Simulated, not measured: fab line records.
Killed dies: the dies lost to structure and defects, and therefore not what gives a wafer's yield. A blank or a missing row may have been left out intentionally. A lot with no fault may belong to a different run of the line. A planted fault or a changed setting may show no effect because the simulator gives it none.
A lot that was struck, set against a sound lot :: flow berkeley cmos170 :: 16 out of 331 route steps
Sound: these wafers, L884.2, L884.3, L884.5. Wafers struck: L898.1, L898.3, L898.5. At the end, the cause is stated.
For every step that has rows: the tool of each side, followed by ch and its chambers, followed by its first start. Under that, the readings that differ: sound wafers :: struck wafers :: difference of the means :: sigmas: that difference in standard deviations of wafers without a fault.
alike: readings whose means differ by less than 2 such deviations, and words and numbers that are the same on both sides. not compared: withheld readings, readings that some wafer has no value for, bounds like >300 that may hide the same value, and numbers for which the record gives no deviation and whose values overlap.
The two part at a step that has a row with sigmas, a row that says differs or no value, or rows on one side only. Numbers that have no deviation but don't overlap get no sigmas and don't part them. Lack of a reading on every wafer of one side parts them only where that side has two or more wafers.

first, 1 step without rows for these wafers: UCB170_START_OXIDATION_02 (target thk 20 nm, ox time 1800 s).
UCB170_START_THK_MEAS_03:
  sound on film metro-02 at day 1 14:36; struck on film metro-03 at day 4 12:29
  alike: START_OXIDE_THK
then, 7 steps without rows for these wafers: UCB170_START_ANNEAL_04 (time 1200 s); UCB170_ZERO_HMDS_00 (prime time 60 s); UCB170_ZERO_COAT_01 (resist thk 900 nm); UCB170_ZERO_SOFTBAKE_02 (time 60 s); UCB170_ZERO_EXPOSE_03 (exposes mask PM MARKS, target cd 4000 nm); UCB170_ZERO_PEB_04; UCB170_ZERO_DEVELOP_05 (develop time 45 s).
UCB170_ZERO_ETCH_06: etches SiO2 in CHF3/CF4/Ar, time 12 s.
  sound on rie diel-03 ch 1,2,3, day 1 21:08; struck on rie diel-03 ch 0,1,3, day 4 18:01
  alike: drypump motor current A, oes product au, throttle valve pct
  not compared: rf hours counter h
UCB170_ZERO_STRIP_07: strips in O2.
  sound on plasma asher-04 ch 0,1, day 1 21:09; struck on plasma asher-03 ch 0,1, day 4 18:03
  alike: drypump motor current A, o2 flow sccm, oes product au, strip time to endpoint s
  not compared: rf hours counter h
then, 1 step without rows for these wafers: UCB170_NWELL_WET_ETCH_00 (etches SiO2 in dHF, time 200 s).
UCB170_NWELL_OXIDATION_01: target thk 26.4 nm, ox time 1260 s.
  sound on furnace-04 ch 0, day 2 00:31; struck on furnace-02 ch 0, day 5 02:25
  alike: spike tc source C, tube_center_temp_C_max
UCB170_NWELL_THK_MEAS_02:
  sound on film metro-02 at day 2 01:52; struck on film metro-01 at day 5 03:50
reading: NWELL_OXIDE_THK (nm)
sound: 26.0 25.9 25.7
struck: 39.7 40.0 39.1
difference: +13.7
sigmas: +23
then, 2 steps without rows for these wafers: UCB170_NWELL_ANNEAL_03 (time 900 s); UCB170_M3_PROBE_99.

WHERE THEY PART
UCB170_NWELL_THK_MEAS_02 only, going by this record.

WHY: what had been put in by the simulator
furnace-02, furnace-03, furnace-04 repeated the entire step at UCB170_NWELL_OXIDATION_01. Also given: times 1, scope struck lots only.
